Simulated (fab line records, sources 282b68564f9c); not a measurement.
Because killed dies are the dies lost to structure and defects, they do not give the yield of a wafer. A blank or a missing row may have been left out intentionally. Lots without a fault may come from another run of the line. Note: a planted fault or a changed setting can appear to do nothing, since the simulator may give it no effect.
A struck lot beside a sound one / flow rit cmos / 28 steps out of a route of 202
Sound: the wafers L724.2, L724.3, L724.5. The struck wafers were L718.1, L718.2, L718.6. The cause is given at the end.
At each step with rows: each side's tool, then ch and its chambers, then its first start. Under that, the readings that differ: sound wafers / struck wafers / difference of the means / sigmas: that difference in standard deviations of wafers without a fault.
alike: words and numbers the same on both sides, and readings whose means are apart by under 2 such deviations; not compared: readings that were withheld, readings missing a value for some wafer, numbers with overlapping values and no deviation given by the record, and bounds like >300 which may hide the same value.
Wherever a step has rows on one side only, a row that says differs or no value, or a row with sigmas, the two part there. Numbers that don't overlap but have no deviation are shown without sigmas and don't part them. Lack of a reading on every wafer of one side parts them only where that side has two or more wafers.

RIT_ACTIVE_BOW_MEAS_00:
  sound on film metro-03 at day 5 04:01; struck on film metro-01 at day 3 22:00
  alike: INCOMING_BOW
RIT_ACTIVE_OXIDATION_01: target thk 46.8 nm, ox time 3360 s.
  sound on furnace-01 ch 0, day 5 04:33; struck on furnace-04 ch 0, day 3 22:08
reading=spike tc centre C (C); sound=1000.9 1002.1 1000.2; struck=1014.6 1014.8 1015.4; difference=+13.9; sigmas=+9
reading=spike tc load C (C); sound=1026.0 1026.1 1028.0; struck=1038.9 1042.1 1039.1; difference=+13.3; sigmas=+6
reading=spike tc source C (C); sound=1027.8 1026.4 1027.8; struck=1036.4 1033.5 1034.1; difference=+7.3; sigmas=+3
reading=tube center temp C (C); sound=1000 999.97 999.96; struck=1014.8 1015 1015; difference=+15.0; sigmas=+99 or more
reading=tube_center_temp_C_max; sound=1002.0 1003.7 1002.4; struck=1017.1 1018.1 1017.5; difference=+14.9; sigmas=+33
reading=zone power source pct (%); sound=32.7 32.8 32.4; struck=35.7 34.8 35.9; difference=+2.8; sigmas=+4
reading=model.SiO2_of_ACTIVE_OXIDATION_01.thk nm (nm); sound=47.82 47.5 47.78; struck=53.51 54.51 53.32; difference=+6.08; sigmas=
RIT_ACTIVE_THK_MEAS_02:
  sound on film metro-01 at day 5 06:29; struck on film metro-03 at day 4 00:04
reading=ACTIVE_OXIDE_THK (nm); sound=47.9 47.5 47.8; struck=53.6 54.6 53.3; difference=+6.1; sigmas=+6
then, 1 step without rows for these wafers: RIT_ACTIVE_CVD_03 (deposits Si3N4 from SiH2Cl2/NH3, target thk 150 nm, time 1500 s).
RIT_ACTIVE_THK_MEAS_04:
  sound on film metro-03 at day 5 07:58; struck on film metro-04 at day 4 01:32
  alike: ACTIVE_NITRIDE_THK
then, 6 steps without rows for these wafers: RIT_ACTIVE_HMDS_05 (prime time 60 s); RIT_ACTIVE_COAT_06 (resist thk 1000 nm); RIT_ACTIVE_SOFTBAKE_07 (time 60 s); RIT_ACTIVE_EXPOSE_08 (exposes mask M1, target cd 1400 nm); RIT_ACTIVE_PEB_09; RIT_ACTIVE_DEVELOP_10 (develop time 50 s).
RIT_ACTIVE_CD_MEAS_11: target cd 1400 nm.
  sound on cd sem-01 at day 5 09:01; struck on cd sem-02 at day 4 02:37
  alike: cd nm
then, 1 step without rows for these wafers: RIT_ACTIVE_HARDBAKE_12 (time 60 s).
RIT_ACTIVE_ETCH_13: etches Si3N4 in SF6, stops on SiO2, time 210 s, target depth 210 nm.
  sound on rie diel-03 ch 0,1,2, day 5 09:16; struck on rie diel-03 ch 0,1, day 4 02:53
  alike: drypump motor current A, oes product au, throttle valve pct
  not compared: rf hours counter h
RIT_ACTIVE_STRIP_14: strips in O2, time 180 s.
  sound on plasma asher-02 ch 0,1, day 5 09:24; struck on plasma asher-02 ch 0,1, day 4 03:02
  alike: drypump motor current A
  not compared: rf hours counter h
RIT_ACTIVE_CD_MEAS_90: target cd 1400 nm.
  sound on cd sem-01 at day 5 09:35; struck on cd sem-01 at day 4 03:12
  alike: cd nm
then, 4 steps without rows for these wafers: RIT_ACTIVE_CLEAN_15 (cleans in SC1, time 600 s); RIT_ACTIVE_CLEAN_16 (cleans in dHF, time 30 s); RIT_ACTIVE_CLEAN_17 (cleans in SC2, time 600 s); RIT_FOX1_OXIDATION_00 (target thk 350.7 nm, ox time 1130 s).
RIT_FOX1_THK_MEAS_01:
  sound on film metro-01 at day 5 11:35; struck on film metro-01 at day 4 06:29
  alike: FOX1_OXIDE_THK
then, 2 steps without rows for these wafers: RIT_FOX1_WET_ETCH_02 (etches SiO2 in BOE, target depth 350 nm, time 390 s); RIT_FOX2_OXIDATION_00 (target thk 350.7 nm, ox time 1130 s).
RIT_FOX2_THK_MEAS_01:
  sound on film metro-01 at day 5 13:05; struck on film metro-01 at day 4 08:05
  alike: FOX2_OXIDE_THK
then, 1 step without rows for these wafers: RIT_FOX2_CLEAN_02 (cleans in dHF, time 180 s).
RIT_FOX2_WET_ETCH_03: etches Si3N4 in H3PO4, target depth 195 nm, time 2700 s.
  sound on wet bench-04 ch 0, day 5 13:12; struck on wet bench-04 ch 2, day 4 08:13
reading=model.SiO2_of_ACTIVE_OXIDATION_01.thk nm (nm); sound=41.68 42.35 42.33; struck=47.56 48.18 47.44; difference=+5.61; sigmas=
  alike: bath guard temp C
RIT_FOX2_THK_MEAS_90:
  sound on film metro-02 at day 5 14:02; struck on film metro-02 at day 4 08:58
  alike: FIELD_OXIDE_LEFT_1_THK
RIT_M1_PROBE_99:
  sound on prober-02 at day 7 12:23; struck on prober-02 at day 5 23:11
  alike: killed at front end, killed dies, killed on rim, killed open, killed short

== WHERE THEY PART ==
At RIT_ACTIVE_OXIDATION_01 first; at RIT_ACTIVE_THK_MEAS_02 last (within this record only). Later steps at which nothing parts them and some readings are alike: RIT_ACTIVE_THK_MEAS_04, RIT_ACTIVE_CD_MEAS_11, RIT_ACTIVE_ETCH_13, RIT_ACTIVE_STRIP_14, RIT_ACTIVE_CD_MEAS_90, RIT_FOX1_THK_MEAS_01, RIT_FOX2_THK_MEAS_01, RIT_FOX2_WET_ETCH_03, RIT_FOX2_THK_MEAS_90, RIT_M1_PROBE_99.

WHY: what the simulator had put in
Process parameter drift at RIT_ACTIVE_OXIDATION_01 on furnace-04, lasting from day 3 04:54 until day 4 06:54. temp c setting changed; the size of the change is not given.
